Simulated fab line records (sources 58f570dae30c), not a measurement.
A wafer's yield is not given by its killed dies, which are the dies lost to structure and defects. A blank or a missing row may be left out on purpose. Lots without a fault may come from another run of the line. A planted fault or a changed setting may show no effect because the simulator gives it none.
Matching of chambers | flow berkeley cmos170 | UCB170_M2_ETCH_17 on rie diel-04 has 4 sister chambers
The step etches BARC in N2/H2. 4 wafers are shown with their chamber, then 7 later ones without.

WAFERS, EACH WITH ITS CHAMBER
wafer  | chamber | throttle valve pct (%)
L909.6 | 3       | 13.36
L910.6 | 0       | 13.50
L912.1 | 1       | 13.51
L912.4 | 2       | 13.04

WAFERS WITHOUT THEIR CHAMBER
wafer  | throttle valve pct (%)
L915.1 | 13.48
L915.2 | 13.06
L915.4 | 13.51
L919.1 | 13.51
L919.4 | 13.37
L920.2 | 13.05
L920.3 | 13.36

WHICH CHAMBER EACH WENT THROUGH
wafer  | from the rows above     | in truth
L915.1 | can't be placed: 0 or 1 | 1
L915.2 | 2                       | 2
L915.4 | can't be placed: 1 or 0 | 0
L919.1 | can't be placed: 1 or 0 | 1
L919.4 | 3                       | 3
L920.2 | 2                       | 2
L920.3 | 3                       | 3
Correctly placed: 4 of 7. Not placeable from these rows: 3 (in 3, the candidates include the true chamber). Wrongly placed: 0.
How it was worked out, from the rows above alone: a wafer's distance from a chamber is the root of the sum, over the readings, of the square of ((its reading less the chamber's mean) divided by the reading's scatter). The wafer belongs to the nearest chamber; if the next one is less than 2 further off, it can't be placed. A chamber's mean is the mean of its shown wafers. The scatter (one wafer shown for each chamber): square how far every hidden wafer sits from the nearest shown wafer, average those squares and take the square root.
